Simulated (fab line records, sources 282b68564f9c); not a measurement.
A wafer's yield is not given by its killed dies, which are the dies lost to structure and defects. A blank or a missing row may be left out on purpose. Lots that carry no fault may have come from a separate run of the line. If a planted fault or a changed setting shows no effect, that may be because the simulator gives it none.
What tool caused it? :: flow rit cmos :: 15 lots, 45 wafers sampled, at 3 steps of a route of 202

## WHAT EACH GAUGE READ, for each wafer
RIT_WELLDRIVE_RS_MEAS_01: a four-point-probe measurement. Usual: NWELL_RS 275.9 ohm/sq, standard deviation 0.73.
lot: L303
measured: day 2 04:37
on: film metro-03
NWELL_RS (ohm/sq): 276.0 276.5 276.3
flag: 

lot: L305
measured: day 2 13:43
on: film metro-02
NWELL_RS (ohm/sq): 276.7 277.2 275.7
flag: 

lot: L307
measured: day 3 01:01
on: film metro-03
NWELL_RS (ohm/sq): 276.9 276.2 277.0
flag: 

lot: L308
measured: day 3 06:11
on: film metro-03
NWELL_RS (ohm/sq): 260.3 260.6 260.4
flag: OFF

lot: L309
measured: day 3 11:40
on: film metro-03
NWELL_RS (ohm/sq): 276.3 275.6 276.3
flag: 

lot: L310
measured: day 3 14:37
on: film metro-04
NWELL_RS (ohm/sq): 259.5 259.1 259.9
flag: OFF

lot: L311
measured: day 3 21:05
on: film metro-04
NWELL_RS (ohm/sq): 258.3 258.2 258.5
flag: OFF

lot: L318
measured: day 5 07:06
on: film metro-02
NWELL_RS (ohm/sq): 275.8 276.1 277.0
flag: 

lot: L319
measured: day 5 12:28
on: film metro-02
NWELL_RS (ohm/sq): 275.5 275.9 275.5
flag: 

lot: L320
measured: day 5 19:01
on: film metro-03
NWELL_RS (ohm/sq): 276.1 277.2 276.7
flag: 

lot: L321
measured: day 5 22:25
on: film metro-02
NWELL_RS (ohm/sq): 276.8 275.6 276.8
flag: 

lot: L322
measured: day 6 02:44
on: film metro-02
NWELL_RS (ohm/sq): 275.8 275.0 275.9
flag: 

lot: L324
measured: day 6 13:01
on: film metro-03
NWELL_RS (ohm/sq): 276.8 276.6 275.5
flag: 

lot: L325
measured: day 6 19:22
on: film metro-03
NWELL_RS (ohm/sq): 277.4 275.6 276.5
flag: 

lot: L326
measured: day 6 23:15
on: film metro-02
NWELL_RS (ohm/sq): 274.7 275.4 274.2
flag: 

RIT_WELLDRIVE_RS_MEAS_02: a four-point-probe measurement. Usual: PWELL_RS 429.8 ohm/sq, standard deviation 1.3.
lot: L303
measured: day 2 04:44
on: film metro-03
PWELL_RS (ohm/sq): 428.1 430.4 428.9
flag: 

lot: L305
measured: day 2 13:50
on: film metro-02
PWELL_RS (ohm/sq): 429.6 430.4 429.9
flag: 

lot: L307
measured: day 3 01:08
on: film metro-03
PWELL_RS (ohm/sq): 429.1 430.3 429.2
flag: 

lot: L308
measured: day 3 06:19
on: film metro-03
PWELL_RS (ohm/sq): 411.7 412.0 411.0
flag: OFF

lot: L309
measured: day 3 11:47
on: film metro-03
PWELL_RS (ohm/sq): 431.7 432.6 430.7
flag: 

lot: L310
measured: day 3 14:44
on: film metro-04
PWELL_RS (ohm/sq): 412.7 412.1 411.9
flag: OFF

lot: L311
measured: day 3 21:13
on: film metro-04
PWELL_RS (ohm/sq): 410.7 410.0 411.6
flag: OFF

lot: L318
measured: day 5 07:13
on: film metro-02
PWELL_RS (ohm/sq): 430.8 430.2 431.8
flag: 

lot: L319
measured: day 5 12:35
on: film metro-02
PWELL_RS (ohm/sq): 431.2 430.2 431.0
flag: 

lot: L320
measured: day 5 19:08
on: film metro-03
PWELL_RS (ohm/sq): 430.4 429.6 430.4
flag: 

lot: L321
measured: day 5 22:32
on: film metro-02
PWELL_RS (ohm/sq): 430.5 428.7 426.3
flag: 

lot: L322
measured: day 6 02:52
on: film metro-02
PWELL_RS (ohm/sq): 429.1 429.2 428.6
flag: 

lot: L324
measured: day 6 13:08
on: film metro-03
PWELL_RS (ohm/sq): 431.2 431.3 431.4
flag: 

lot: L325
measured: day 6 19:29
on: film metro-03
PWELL_RS (ohm/sq): 431.3 430.4 431.9
flag: 

lot: L326
measured: day 6 23:22
on: film metro-02
PWELL_RS (ohm/sq): 430.8 430.0 430.1
flag: 

## WHICH TOOL RAN EACH LOT (tool, then ch and the chambers of the sampled wafers, then the start)
lot: L303
RIT_WELLDRIVE_ANNEAL_00: furnace-04 ch 0, day 1 23:31

lot: L305
RIT_WELLDRIVE_ANNEAL_00: furnace-04 ch 0, day 2 08:38

lot: L307
RIT_WELLDRIVE_ANNEAL_00: furnace-03 ch 0, day 2 19:55

lot: L308
RIT_WELLDRIVE_ANNEAL_00: furnace-03 ch 0, day 3 01:05

lot: L309
RIT_WELLDRIVE_ANNEAL_00: furnace-01 ch 0, day 3 06:34

lot: L310
RIT_WELLDRIVE_ANNEAL_00: furnace-03 ch 0, day 3 09:32

lot: L311
RIT_WELLDRIVE_ANNEAL_00: furnace-03 ch 0, day 3 15:59

lot: L318
RIT_WELLDRIVE_ANNEAL_00: furnace-04 ch 0, day 5 01:59

lot: L319
RIT_WELLDRIVE_ANNEAL_00: furnace-01 ch 0, day 5 07:23

lot: L320
RIT_WELLDRIVE_ANNEAL_00: furnace-01 ch 0, day 5 13:55

lot: L321
RIT_WELLDRIVE_ANNEAL_00: furnace-04 ch 0, day 5 17:19

lot: L322
RIT_WELLDRIVE_ANNEAL_00: furnace-01 ch 0, day 5 21:36

lot: L324
RIT_WELLDRIVE_ANNEAL_00: furnace-03 ch 0, day 6 07:56

lot: L325
RIT_WELLDRIVE_ANNEAL_00: furnace-01 ch 0, day 6 14:17

lot: L326
RIT_WELLDRIVE_ANNEAL_00: furnace-03 ch 0, day 6 18:08
- RIT_WELLDRIVE_ANNEAL_00: time 14700 s.

## WHAT THE TOOLS THEMSELVES READ (means of the sampled wafers that have a number; where no wafer has one, the mark that the record gives instead)
RIT_WELLDRIVE_ANNEAL_00. Usual: spike tc centre C 1102.7 C, standard deviation 1.2; spike tc load C 1126 C, standard deviation 3.7; spike tc source C 1128.5 C, standard deviation 2.3; tube center temp C 1100 C, standard deviation 0.098; tube_center_temp_C_max 1102.8, standard deviation 0.49.
lot: L303
tool: furnace-04
spike tc centre C (C): 1101.6
spike tc load C (C): 1120
spike tc source C (C): 1130.9
tube center temp C (C): 1100
tube_center_temp_C_max: 1102.8
flag: 

lot: L305
tool: furnace-04
spike tc centre C (C): 1101.6
spike tc load C (C): 1122
spike tc source C (C): 1129.7
tube center temp C (C): 1100
tube_center_temp_C_max: 1102.7
flag: 

lot: L307
tool: furnace-03
spike tc centre C (C): 1103.1
spike tc load C (C): 1124
spike tc source C (C): 1124.9
tube center temp C (C): 1100
tube_center_temp_C_max: 1102.6
flag: 

lot: L308
tool: furnace-03
spike tc centre C (C): 1119.0
spike tc load C (C): 1141
spike tc source C (C): 1140.6
tube center temp C (C): 1115
tube_center_temp_C_max: 1117.6
flag: OFF

lot: L309
tool: furnace-01
spike tc centre C (C): 1103.0
spike tc load C (C): 1131
spike tc source C (C): 1130.0
tube center temp C (C): 1100
tube_center_temp_C_max: 1102.6
flag: 

lot: L310
tool: furnace-03
spike tc centre C (C): 1118.6
spike tc load C (C): 1141
spike tc source C (C): 1141.9
tube center temp C (C): 1115
tube_center_temp_C_max: 1118.0
flag: OFF

lot: L311
tool: furnace-03
spike tc centre C (C): 1118.7
spike tc load C (C): 1139
spike tc source C (C): 1141.6
tube center temp C (C): 1115
tube_center_temp_C_max: 1117.6
flag: OFF

lot: L318
tool: furnace-04
spike tc centre C (C): 1102.4
spike tc load C (C): 1121
spike tc source C (C): 1130.4
tube center temp C (C): 1100
tube_center_temp_C_max: 1102.6
flag: 

lot: L319
tool: furnace-01
spike tc centre C (C): 1103.2
spike tc load C (C): 1131
spike tc source C (C): 1130.3
tube center temp C (C): 1100
tube_center_temp_C_max: 1103.0
flag: 

lot: L320
tool: furnace-01
spike tc centre C (C): 1104.0
spike tc load C (C): 1131
spike tc source C (C): 1129.0
tube center temp C (C): 1100
tube_center_temp_C_max: 1103.4
flag: 

lot: L321
tool: furnace-04
spike tc centre C (C): 1102.4
spike tc load C (C): 1121
spike tc source C (C): 1131.0
tube center temp C (C): 1100
tube_center_temp_C_max: 1103.2
flag: 

lot: L322
tool: furnace-01
spike tc centre C (C): 1103.5
spike tc load C (C): 1130
spike tc source C (C): 1129.4
tube center temp C (C): 1100
tube_center_temp_C_max: 1102.8
flag: 

lot: L324
tool: furnace-03
spike tc centre C (C): 1102.8
spike tc load C (C): 1127
spike tc source C (C): 1126.4
tube center temp C (C): 1100
tube_center_temp_C_max: 1102.4
flag: 

lot: L325
tool: furnace-01
spike tc centre C (C): 1103.0
spike tc load C (C): 1130
spike tc source C (C): 1130.2
tube center temp C (C): 1100
tube_center_temp_C_max: 1103.1
flag: 

lot: L326
tool: furnace-03
spike tc centre C (C): 1103.5
spike tc load C (C): 1125
spike tc source C (C): 1126.2
tube center temp C (C): 1100
tube_center_temp_C_max: 1102.7
flag: 

## THE ANSWER, worked out from the rows above alone
Rule: a lot is off if the mean of its wafers that have a number lies more than 3 standard deviations from the usual mean. Also off: a lot with no number at a reading for which 4 or more lots have one. Any other lot the step has rows for is counted as sound. After the gauges, taken in route order, come the tools' own readings; for these a lot's mean is taken, as printed above. At the first step where some lot is off, the reading lying furthest off is the one used; lots without a number count as furthest.
Off: L308, L310, L311, seen at RIT_WELLDRIVE_RS_MEAS_01 (NWELL_RS).
A tool fits if, at a process step before that reading, it ran every lot that is off, and no sound lot after the first of them. The gauges at RIT_WELLDRIVE_RS_MEAS_01 aren't tried: what is off there is off at RIT_WELLDRIVE_ANNEAL_00 too, on other tools, and a gauge's error can't cause that. No candidate that was tried fits.

## WHAT THE SIMULATOR HAD PUT IN
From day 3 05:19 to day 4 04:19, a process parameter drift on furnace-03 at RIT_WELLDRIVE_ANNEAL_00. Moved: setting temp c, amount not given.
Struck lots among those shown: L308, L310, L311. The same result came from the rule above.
